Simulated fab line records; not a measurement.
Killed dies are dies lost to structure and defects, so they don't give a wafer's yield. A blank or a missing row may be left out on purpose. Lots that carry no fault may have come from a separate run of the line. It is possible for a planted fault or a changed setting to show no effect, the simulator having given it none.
Which tool is to blame? / flow ritCmos / 15 lots, 45 wafers sampled, at 1 step of a route of 202

== WHAT THE GAUGES SHOWED, per wafer ==
The record lacks any reading of a measuring or inspecting step that a usual standard deviation could be used to judge.

== WHICH TOOL RAN EACH LOT (tool, then ch and the chambers of the sampled wafers, then the start) ==
lot=L746; RIT_SDANNEAL_CLEAN_00=wetBench-04 ch 2, day 3 04:54
lot=L748; RIT_SDANNEAL_CLEAN_00=wetBench-04 ch 0, day 3 12:25
lot=L749; RIT_SDANNEAL_CLEAN_00=wetBench-02 ch 3, day 3 16:43
lot=L750; RIT_SDANNEAL_CLEAN_00=wetBench-04 ch 1, day 3 23:55
lot=L751; RIT_SDANNEAL_CLEAN_00=wetBench-04 ch 3, day 4 06:39
lot=L752; RIT_SDANNEAL_CLEAN_00=wetBench-04 ch 0, day 4 08:49
lot=L753; RIT_SDANNEAL_CLEAN_00=wetBench-02 ch 1, day 4 18:16
lot=L755; RIT_SDANNEAL_CLEAN_00=wetBench-01 ch 2, day 5 05:19
lot=L757; RIT_SDANNEAL_CLEAN_00=wetBench-01 ch 2, day 5 12:58
lot=L758; RIT_SDANNEAL_CLEAN_00=wetBench-01 ch 0, day 5 18:07
lot=L763; RIT_SDANNEAL_CLEAN_00=wetBench-02 ch 0, day 6 20:01
lot=L764; RIT_SDANNEAL_CLEAN_00=wetBench-01 ch 2, day 6 21:14
lot=L765; RIT_SDANNEAL_CLEAN_00=wetBench-04 ch 3, day 7 02:35
lot=L768; RIT_SDANNEAL_CLEAN_00=wetBench-01 ch 0, day 7 17:09
lot=L769; RIT_SDANNEAL_CLEAN_00=wetBench-01 ch 3, day 8 00:45
- RIT_SDANNEAL_CLEAN_00: cleans in SC1, time 600 s.

== WHAT THE TOOLS THEMSELVES READ (means of the sampled wafers that have a number; where no wafer has one, the mark that the record gives instead) ==
RIT_SDANNEAL_CLEAN_00.
lot=L746; tool=wetBench-04; bathGuardTempC (C)=75.3; bathHeatDutyPct (%)=14.0
lot=L748; tool=wetBench-04; bathGuardTempC (C)=74.9; bathHeatDutyPct (%)=18.2
lot=L749; tool=wetBench-02; bathGuardTempC (C)=74.9; bathHeatDutyPct (%)=14.1
lot=L750; tool=wetBench-04; bathGuardTempC (C)=74.6; bathHeatDutyPct (%)=14.7
lot=L751; tool=wetBench-04; bathGuardTempC (C)=75.0; bathHeatDutyPct (%)=14.2
lot=L752; tool=wetBench-04; bathGuardTempC (C)=74.8; bathHeatDutyPct (%)=17.2
lot=L753; tool=wetBench-02; bathGuardTempC (C)=75.2; bathHeatDutyPct (%)=13.1
lot=L755; tool=wetBench-01; bathGuardTempC (C)=74.3; bathHeatDutyPct (%)=13.8
lot=L757; tool=wetBench-01; bathGuardTempC (C)=74.5; bathHeatDutyPct (%)=13.5
lot=L758; tool=wetBench-01; bathGuardTempC (C)=75.0; bathHeatDutyPct (%)=16.2
lot=L763; tool=wetBench-02; bathGuardTempC (C)=-; bathHeatDutyPct (%)=-
lot=L764; tool=wetBench-01; bathGuardTempC (C)=-; bathHeatDutyPct (%)=-
lot=L765; tool=wetBench-04; bathGuardTempC (C)=-; bathHeatDutyPct (%)=-
lot=L768; tool=wetBench-01; bathGuardTempC (C)=74.9; bathHeatDutyPct (%)=16.0
lot=L769; tool=wetBench-01; bathGuardTempC (C)=75.3; bathHeatDutyPct (%)=15.3

== THE ANSWER, worked out from the rows above alone ==
Rule: the usual values come from the lots themselves. Put in order of their means at a reading, lots are off if they are a third of the lots or fewer, leave a main group of 4 or more, and stand apart from it by a gap of 3 or more times the standard deviation of the main group's means; of several such gaps the widest counts. Not used: any main group whose means are identical at the precision the tables above print for the reading. Also off: a lot with no number at a reading for which 4 or more lots have one. The other lots that the step has rows for count as sound. First the gauges in route order, then the tools' own readings, where a lot's mean is used as printed above. The first step at which some lot is off is used, and at that step the reading that is off furthest; a lot without a number counts as furthest.
Off, at RIT_SDANNEAL_CLEAN_00 on bathGuardTempC: L763, L764, L765. Without a number there: L763, L764, L765. For the main group the mean is 74.9 C and the standard deviation 0.3.
A tool fits if, at that step or a process step before it, it ran every lot that is off, and no sound lot after the first of them. Not one of the candidates tried fits.

== WHAT THE SIMULATOR PUT IN ==
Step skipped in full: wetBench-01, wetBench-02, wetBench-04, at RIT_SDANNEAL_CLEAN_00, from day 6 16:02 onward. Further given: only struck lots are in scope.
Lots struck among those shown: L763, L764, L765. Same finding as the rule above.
